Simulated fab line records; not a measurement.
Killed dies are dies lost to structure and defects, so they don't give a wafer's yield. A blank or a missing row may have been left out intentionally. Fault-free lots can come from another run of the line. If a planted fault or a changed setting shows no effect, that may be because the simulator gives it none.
Comparing a struck lot with a sound one | flow berkeley-cmos170 | 18 out of 331 route steps
Sound: these wafers, L963.4, L963.5, L963.6. Wafers L972.1, L972.2, L972.5 were the ones struck. At the end, the cause is stated.
Per side, at each step with rows, come the tool, then ch with its chambers, and then its first start. Under that, the readings that differ: sound wafers | struck wafers | difference of the means | sigmas: that difference in standard deviations of wafers without a fault.
alike: readings whose means differ by less than 2 such deviations, and words and numbers that are the same on both sides. not compared: withheld readings, readings that some wafer has no value for, bounds like >300 that may hide the same value, and numbers for which the record gives no deviation and whose values overlap.
The two part at a step that has a row with sigmas, a row that says differs or no value, or rows on one side only. Numbers that don't overlap but have no deviation are shown without sigmas and don't part them. A reading missing from all wafers of one side parts the sides only when that side holds two or more wafers.

first, 1 step without rows for these wafers: UCB170_CONTACT_SOFTBAKE_05 (time 60 s).
UCB170_CONTACT_STRIP_06: strips in O2.
  sound on plasma-asher-02 ch 0,1, day 8 06:44; struck on plasma-asher-02 ch 0,1, day 10 00:42
  alike: drypump-motor-current-A, oes-product-au, strip-time-to-endpoint-s
  not compared: rf-hours-counter-h
then, 1 step without rows for these wafers: UCB170_CONTACT_CLEAN_07 (cleans in SPM, time 600 s).
UCB170_CONTACT_RTA_08: time 10 s.
  sound on rtp-anneal-02 ch 0, day 8 07:22; struck on rtp-anneal-01 ch 0, day 10 00:59
  reading            | sound             | struck            | difference | sigmas
  lamp-power-pct (%) | 24.04 24.07 24.03 | 23.55 23.57 23.57 | -0.48      | -2
  alike: wafer_temp_C_max
then, 4 steps without rows for these wafers: UCB170_CONTACT_COAT_09; UCB170_CONTACT_COAT_10 (resist thk 900 nm); UCB170_CONTACT_SOFTBAKE_11 (time 60 s); UCB170_CONTACT_EXPOSE_12 (exposes mask CONT, target cd 700 nm).
UCB170_CONTACT_PEB_13:
  sound on litho-track-01 ch 0, day 8 08:22; struck on litho-track-04 ch 0, day 10 03:20
  alike: exhaust-pa, heater-power-total-W, plate-sensor-t-centre-C, plate-sensor-t-edge-C
then, 1 step without rows for these wafers: UCB170_CONTACT_DEVELOP_14 (develop time 45 s).
UCB170_CONTACT_CD_MEAS_15: the cd target is 700 nm.
  sound on cd-sem-02, day 8 08:37; struck on cd-sem-02, day 10 03:36
  alike: cd-nm
UCB170_CONTACT_OVL_MEAS_16:
  sound on overlay-02, day 8 08:42; struck on overlay-01, day 10 03:43
  alike: CONTACT_OVL
UCB170_CONTACT_ETCH_17: etches BARC in N2/H2.
  sound on rie-diel-04 ch 0,1,3, day 8 08:43; struck on rie-diel-04 ch 2,3, day 10 03:46
  reading                  | sound             | struck            | difference | sigmas
  oes-product-au (a.u.)    | 1.026 1.004 1.004 | 1.372 1.413 1.354 | +0.368     | +14
  model.CONTACT.cd-nm (nm) | 700.2 700.9 699.6 | 702.9 703.2 702.3 | +2.6       |
  alike: bias-w, drypump-motor-current-A, n2-flow-sccm, rf-fwd-power-W, throttle-valve-pct
UCB170_CONTACT_ETCH_18: etches PSG in CHF3/CF4/Ar, stops on TiSi2, target depth 840 nm, time 195 s.
  sound: rie-diel-04 ch 0,1,3; struck: rie-diel-04 ch 0,3
  reading                  | sound             | struck            | difference | sigmas
  model.CONTACT.cd-nm (nm) | 701.7 700.6 699.9 | 702.9 703.7 702.6 | +2.3       |
  alike: drypump-motor-current-A, oes-product-au, rf-fwd-power-W, throttle-valve-pct
  not compared: rf-hours-counter-h
UCB170_CONTACT_STRIP_19: strips in O2.
  sound on plasma-asher-04 ch 0,1, day 8 08:55; struck on plasma-asher-04 ch 0,1, day 10 03:56
  alike: drypump-motor-current-A, oes-product-au
  not compared: rf-hours-counter-h
UCB170_CONTACT_CD_MEAS_90: the cd target is 700 nm.
  sound on cd-sem-01, day 8 09:03; struck on cd-sem-02, day 10 04:02
  alike: cd-nm
then, 2 steps without rows for these wafers: UCB170_CONTACT_CLEAN_20 (cleans in SPM, time 600 s); UCB170_M3_PROBE_99.

== WHERE THEY PART ==
Last at UCB170_CONTACT_ETCH_17 as far as this record goes, first at UCB170_CONTACT_RTA_08. Later steps at which nothing parts them and some readings are alike: UCB170_CONTACT_ETCH_18, UCB170_CONTACT_STRIP_19, UCB170_CONTACT_CD_MEAS_90.

WHY: what had been put in by the simulator
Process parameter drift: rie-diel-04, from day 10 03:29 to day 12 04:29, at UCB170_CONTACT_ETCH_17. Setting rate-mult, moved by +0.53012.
